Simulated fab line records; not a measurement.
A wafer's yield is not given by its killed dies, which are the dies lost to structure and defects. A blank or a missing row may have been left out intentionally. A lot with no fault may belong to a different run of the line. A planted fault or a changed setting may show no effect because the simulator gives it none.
Split-lot study    flow berkeley-cmos170    route with 331 steps; 5 lots, 23 wafers read

## THE SPLIT ITSELF
At UCB170_V1_COAT_07 (resist thk 900 nm), the setting resist-thk-nm was moved away from the recipe's 900 nm on 7 of the 23 wafers read, by -3.1% to +3.4%. The other wafers ran this setting at the recipe's value.

## FROM THE SPLIT TO THE READING: what the file shows between them, 2 steps
- UCB170_V1_SOFTBAKE_08: time 60 s
- UCB170_V1_EXPOSE_09: exposes mask VIA1, target cd 700 nm

## THE READING
KrF_of_V1_COAT_07.thk-nm (the simulator's own value, which no gauge read), in nm, at UCB170_V1_ETCH_14 (etches SiO2 in CHF3/CF4/Ar, stops on Al, target depth 1250 nm, time 291 s). The file does not state a usual value for it. The 16 wafers here that ran the recipe average 606.6 nm, standard deviation 5.9 nm.

wafer   tool, chamber at the split  resist-thk-nm as run, nm  against the recipe  KrF_of_V1_COAT_07.thk-nm, nm  against lot-mates on the recipe
L077.1  litho-track-02, 0           900                       recipe              607.1                         -
L077.3  litho-track-02, 0           900                       recipe              614.2                         -
L077.6  litho-track-02, 0           900                       recipe              607.7                         -
L078.1  litho-track-01, 0           900                       recipe              603.9                         -
L078.2  litho-track-01, 0           900                       recipe              606.6                         -
L078.3  litho-track-01, 0           871.9                     -3.1%               582.8                         -22.8
L078.5  litho-track-01, 0           871.9                     -3.1%               574                           -31.6
L078.6  litho-track-01, 0           900                       recipe              606.2                         -
L079.1  litho-track-04, 0           900                       recipe              616.8                         -
L079.2  litho-track-04, 0           900                       recipe              608.6                         -
L079.3  litho-track-04, 0           900                       recipe              600                           -
L079.4  litho-track-04, 0           900                       recipe              601.5                         -
L079.6  litho-track-04, 0           900                       recipe              603.6                         -
L081.1  litho-track-04, 0           900                       recipe              597.5                         -
L081.3  litho-track-04, 0           900                       recipe              596.6                         -
L081.4  litho-track-04, 0           930.2                     +3.4%               636.9                         +39.9
L081.5  litho-track-04, 0           930.2                     +3.4%               635.8                         +38.8
L081.6  litho-track-04, 0           930.2                     +3.4%               629                           +32.0
L083.1  litho-track-01, 0           875.1                     -2.8%               581.2                         -30.8
L083.3  litho-track-01, 0           900                       recipe              614.2                         -
L083.4  litho-track-01, 0           875.1                     -2.8%               582.1                         -29.9
L083.5  litho-track-01, 0           900                       recipe              606.8                         -
L083.6  litho-track-01, 0           900                       recipe              615                           -

THE FIT
A straight line over all 23 wafers: KrF_of_V1_COAT_07.thk-nm changes by +8.58 nm for each +1% of resist-thk-nm; r = +0.94; the points scatter about the line by 5.6 nm.
The same after taking each lot's own level away (the mean of its wafers on the recipe; 23 wafers): +10.3 nm for each +1%; r = +0.97; scatter 4.4 nm.
According to that fit, moving resist-thk-nm by its largest amount changes the reading by 35 nm.
Measured against the standard deviation above, the lots' own levels, which go from 597.05 to 612.00 nm, span 2.5 times it.
Thus the slope moves with the lot-to-lot level: the two fits are different.
Check: with one of the wafers moved furthest among these (+3.4%) left out of the fit, the line predicts +34 nm for it against its lot-mates. Against them it came out at +39.9 nm.

## OTHER SPLITS APPLIED TO THESE WAFERS
These wafers also went through other splits before the reading. Each is held against what the fit with the lots' levels taken away leaves over:
other split on the same wafers      wafers away from the commonest value  r with KrF_of_V1_COAT_07.thk-nm (lot level and that fit taken away)
UCB170_GATE_PEB_10 peb-temp-c       8                                     -0.22
UCB170_NLDD_COAT_01 resist-thk-nm   8                                     -0.08
UCB170_NLDD_PEB_04 peb-temp-c       9                                     +0.22
UCB170_NSD_EXPOSE_03 dose-mj        11                                    +0.22
UCB170_NSD_IMPLANT_08 energy-kev    7                                     +0.09
UCB170_BACKSIDE_SOFTBAKE_02 time-s  9                                     -0.37

## THE WHOLE CHAIN: every reading that the file lists as answering this split, in the file's order
step                what it does                                                               reading                                                                    change (the file's fit)               r (the file's)
UCB170_V1_COAT_07   resist thk 900 nm                                                          KrF_of_V1_COAT_07.thk-nm (the simulator's own value, which no gauge read)  +9.12 nm for each +1% of the setting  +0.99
UCB170_V1_ETCH_14   etches SiO2 in CHF3/CF4/Ar, stops on Al, target depth 1250 nm, time 291 s  KrF_of_V1_COAT_07.thk-nm (the simulator's own value, which no gauge read)  +10.2 nm for each +1% of the setting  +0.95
UCB170_V1_STRIP_15  strips in O2                                                               strip-time-to-endpoint-s                                                   withheld for each +1% of the setting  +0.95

## FILE'S OWN FIT
KrF_of_V1_COAT_07.thk-nm changes by +10.2 nm for each +1% of resist-thk-nm, r = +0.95.
